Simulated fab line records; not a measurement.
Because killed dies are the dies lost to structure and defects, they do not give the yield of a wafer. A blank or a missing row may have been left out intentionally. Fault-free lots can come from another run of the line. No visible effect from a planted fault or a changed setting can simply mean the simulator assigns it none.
Which tool is to blame? || flow berkeleyCmos170 || at 1 step of a route of 331, 14 lots with 42 wafers sampled

WHAT THE GAUGES READ, wafer by wafer
Not one reading of a measure or inspect step in the record can be checked against a usual standard deviation.

EACH LOT AND THE TOOL THAT RAN IT (in order: tool; ch and the chambers of the sampled wafers; start)
{"lot": "L911", "UCB170_ZERO_STRIP_07": "plasmaAsher-03 ch 0,1, day 1 21:04"}
{"lot": "L912", "UCB170_ZERO_STRIP_07": "plasmaAsher-03 ch 0,1, day 1 22:37"}
{"lot": "L914", "UCB170_ZERO_STRIP_07": "plasmaAsher-04 ch 0,1, day 2 06:19"}
{"lot": "L915", "UCB170_ZERO_STRIP_07": "plasmaAsher-02 ch 0,1, day 2 17:53"}
{"lot": "L916", "UCB170_ZERO_STRIP_07": "plasmaAsher-02 ch 0,1, day 2 18:07"}
{"lot": "L918", "UCB170_ZERO_STRIP_07": "plasmaAsher-04 ch 0,1, day 3 07:26"}
{"lot": "L920", "UCB170_ZERO_STRIP_07": "plasmaAsher-04 ch 0,1, day 3 15:37"}
{"lot": "L926", "UCB170_ZERO_STRIP_07": "plasmaAsher-02 ch 0,1, day 4 22:34"}
{"lot": "L927", "UCB170_ZERO_STRIP_07": "plasmaAsher-03 ch 0,1, day 5 02:02"}
{"lot": "L928", "UCB170_ZERO_STRIP_07": "plasmaAsher-03 ch 0,1, day 5 06:51"}
{"lot": "L930", "UCB170_ZERO_STRIP_07": "plasmaAsher-03 ch 0,1, day 5 19:16"}
{"lot": "L931", "UCB170_ZERO_STRIP_07": "plasmaAsher-03 ch 0,1, day 6 01:34"}
{"lot": "L933", "UCB170_ZERO_STRIP_07": "plasmaAsher-04 ch 0,1, day 6 08:42"}
{"lot": "L932", "UCB170_ZERO_STRIP_07": "plasmaAsher-03 ch 0, day 6 08:44"}
- UCB170_ZERO_STRIP_07: strips in O2.

WHAT THE TOOLS THEMSELVES READ (means of the sampled wafers that have a number; where no wafer has one, the mark that the record gives instead)
UCB170_ZERO_STRIP_07. Usual: chamberPressureMTorr 3500 mTorr, standard deviation 3.3; drypumpMotorCurrentA 5.7 A, standard deviation 0.39; oesProductAu 0.727 a.u., standard deviation 0.0049; stripTimeToEndpointS 21.50 s, standard deviation 0.067.
{"lot": "L911", "tool": "plasmaAsher-03", "chamberPressureMTorr (mTorr)": 3499, "drypumpMotorCurrentA (A)": 5.9, "oesProductAu (a.u.)": 0.735, "stripTimeToEndpointS (s)": 21.49, "flag": ""}
{"lot": "L912", "tool": "plasmaAsher-03", "chamberPressureMTorr (mTorr)": 3499, "drypumpMotorCurrentA (A)": 5.9, "oesProductAu (a.u.)": 0.731, "stripTimeToEndpointS (s)": 21.58, "flag": ""}
{"lot": "L914", "tool": "plasmaAsher-04", "chamberPressureMTorr (mTorr)": 3502, "drypumpMotorCurrentA (A)": 5.2, "oesProductAu (a.u.)": 0.726, "stripTimeToEndpointS (s)": 21.64, "flag": ""}
{"lot": "L915", "tool": "plasmaAsher-02", "chamberPressureMTorr (mTorr)": "-", "drypumpMotorCurrentA (A)": "-", "oesProductAu (a.u.)": "-", "stripTimeToEndpointS (s)": "-", "flag": "OFF"}
{"lot": "L916", "tool": "plasmaAsher-02", "chamberPressureMTorr (mTorr)": "-", "drypumpMotorCurrentA (A)": "-", "oesProductAu (a.u.)": "-", "stripTimeToEndpointS (s)": "-", "flag": "OFF"}
{"lot": "L918", "tool": "plasmaAsher-04", "chamberPressureMTorr (mTorr)": 3501, "drypumpMotorCurrentA (A)": 5.2, "oesProductAu (a.u.)": 0.726, "stripTimeToEndpointS (s)": 21.44, "flag": ""}
{"lot": "L920", "tool": "plasmaAsher-04", "chamberPressureMTorr (mTorr)": 3502, "drypumpMotorCurrentA (A)": 5.2, "oesProductAu (a.u.)": 0.728, "stripTimeToEndpointS (s)": 21.52, "flag": ""}
{"lot": "L926", "tool": "plasmaAsher-02", "chamberPressureMTorr (mTorr)": 3500, "drypumpMotorCurrentA (A)": 5.8, "oesProductAu (a.u.)": 0.727, "stripTimeToEndpointS (s)": 21.44, "flag": ""}
{"lot": "L927", "tool": "plasmaAsher-03", "chamberPressureMTorr (mTorr)": 3499, "drypumpMotorCurrentA (A)": 5.8, "oesProductAu (a.u.)": 0.729, "stripTimeToEndpointS (s)": 21.58, "flag": ""}
{"lot": "L928", "tool": "plasmaAsher-03", "chamberPressureMTorr (mTorr)": 3500, "drypumpMotorCurrentA (A)": 6.0, "oesProductAu (a.u.)": 0.728, "stripTimeToEndpointS (s)": 21.50, "flag": ""}
{"lot": "L930", "tool": "plasmaAsher-03", "chamberPressureMTorr (mTorr)": 3500, "drypumpMotorCurrentA (A)": 6.0, "oesProductAu (a.u.)": 0.728, "stripTimeToEndpointS (s)": 21.36, "flag": ""}
{"lot": "L931", "tool": "plasmaAsher-03", "chamberPressureMTorr (mTorr)": 3500, "drypumpMotorCurrentA (A)": 5.8, "oesProductAu (a.u.)": 0.729, "stripTimeToEndpointS (s)": 21.45, "flag": ""}
{"lot": "L933", "tool": "plasmaAsher-04", "chamberPressureMTorr (mTorr)": 3501, "drypumpMotorCurrentA (A)": 5.2, "oesProductAu (a.u.)": 0.725, "stripTimeToEndpointS (s)": 21.54, "flag": ""}
{"lot": "L932", "tool": "plasmaAsher-03", "chamberPressureMTorr (mTorr)": 3502, "drypumpMotorCurrentA (A)": 6.0, "oesProductAu (a.u.)": 0.723, "stripTimeToEndpointS (s)": 21.53, "flag": ""}

THE ANSWER, worked out from the rows above alone
Rule: a lot is off if the mean of its wafers that have a number lies more than 3 standard deviations from the usual mean. Also off: a lot with no number at a reading for which 4 or more lots have one. All remaining lots with rows at the step are treated as sound. First the gauges in route order, then the tools' own readings, where a lot's mean is used as printed above. At the first step where some lot is off, the reading lying furthest off is the one used; lots without a number count as furthest.
Off: L915, L916, at UCB170_ZERO_STRIP_07 (chamberPressureMTorr). Without a number there: L915, L916.
If a tool, at that step or one of the process steps before it, ran each lot that is off and ran no sound lot following the first of them, it fits. None of those tried fits.

WHAT HAD BEEN PUT IN BY THE SIMULATOR
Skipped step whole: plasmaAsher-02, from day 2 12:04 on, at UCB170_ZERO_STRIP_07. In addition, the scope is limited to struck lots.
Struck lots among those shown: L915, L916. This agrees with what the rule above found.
